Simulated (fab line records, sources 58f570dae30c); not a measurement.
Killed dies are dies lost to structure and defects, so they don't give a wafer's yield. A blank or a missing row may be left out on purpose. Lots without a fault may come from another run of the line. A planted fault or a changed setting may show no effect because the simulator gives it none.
Problem report in the 8D (eight disciplines) form, filled by code | flow berkeley_cmos170 | the parts of the form that need people (team, actions taken, sign-off) are left out

1. THE PROBLEM
PWELL_NITRIDE_THK at UCB170_PWELL_THK_MEAS_06 reads a mean of 208.7 nm on 6 wafers of 2 lots; wafers without a fault read 220.9 nm with a standard deviation of 2.4. That is -5.1 standard deviations from the usual mean.
First seen on wafer L909.2, day 6 03:34, on film_metro-01. The record holds 42 wafers of 14 lots with a number at this step. Rule for "out", or "out of limits": more than 4 standard deviations from the usual mean. The other wafers with a number count as sound.

2. WHAT IT IS AND WHAT IT IS NOT
question                    | is                     | is not
which readings at this step | PWELL_NITRIDE_THK      | -
which lots                  | L909, L911             | L896, L898, L899, L900, L901, L902, L905, L906, L907, L910, L915, L916
which wafers of those lots  | all that have a number | -
read on which gauges        | film_metro-01          | film_metro-03, film_metro-04
when                        | from day 6 03:34       | up to then (30 sound wafers); but 6 sound wafers of L915, L916 came after

3. SUSPECTS, AND WHAT RULES EACH OUT
Counting: a tool at a process step up to the reading stays a suspect if it ran every lot that is out and no sound lot after the first of them.
- the gauge at UCB170_PWELL_THK_MEAS_06: ruled out. All the wafers that are out were read on film_metro-01, but those of them that UCB170_PWELL_CVD_05 has rows for are out there too, on other tools.
- rie_diel-01 at UCB170_ZERO_ETCH_06 (etches SiO2 in CHF3/CF4/Ar, time 12 s): ruled out as a lasting fault. Sound lots L916 ran on it after its first lot that is out, L909 (day 4 13:40).
- lpcvd-01 at UCB170_PWELL_CVD_05 (deposits Si3N4 from SiH2Cl2/NH3, target thk 220 nm, time 3300 s): kept. It ran every lot that is out, first L909 (day 6 01:38), and no sound lot after that; its last sound lot up to then is L905 (day 5 10:13). Its own readings are out on those wafers: pressure_mtorr.
Left after counting: lpcvd-01 at UCB170_PWELL_CVD_05.

4. THE CAUSE (what the simulator had put in)
Process parameter drift: lpcvd-01, from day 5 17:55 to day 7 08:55, at UCB170_PWELL_CVD_05. Setting pressure_mtorr, moved by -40, from 200. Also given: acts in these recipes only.
Counting left only this tool.

5. THE CHAIN OF EFFECTS, in route order
Each row: a reading whose mean over the struck wafers that have a number lies more than 3 standard deviations from the usual. Only readings for which the record gives a usual standard deviation are gone through. hours: the time from each lot's start at the first step in this table that gives one to its start at this step, as a median over the lots. sigmas: the change in usual standard deviations.
hours | step                     | reading           | usual       | on struck wafers | change | sigmas
0     | UCB170_PWELL_CVD_05      | pressure_mtorr    | 200.0 mTorr | 159.8            | -40.2  | -99 or more
2     | UCB170_PWELL_THK_MEAS_06 | PWELL_NITRIDE_THK | 220.9 nm    | 208.7            | -12.2  | -5.1
The process steps in it:
- UCB170_PWELL_CVD_05: deposits Si3N4 from SiH2Cl2/NH3, target thk 220 nm, time 3300 s.
Later measuring or inspecting steps at which every struck wafer that the step has a row for has a number for every such reading, and none has moved that far: UCB170_PLDD_CD_MEAS_06.

6. WHAT WOULD HAVE CAUGHT IT SOONER
In this record the first reading out of limits at a measuring or inspecting step was taken at day 6 03:34, 10 hours after the fault began at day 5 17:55.
The tool's own readings at UCB170_PWELL_CVD_05 were out on every struck wafer that the step has a row for (pressure_mtorr): an alarm limit on them would have fired on the first of those.
Of the lots that are out (2), L911 began UCB170_PWELL_CVD_05 on lpcvd-01 after day 6 03:34. A hold on the tool at that time would have spared it.
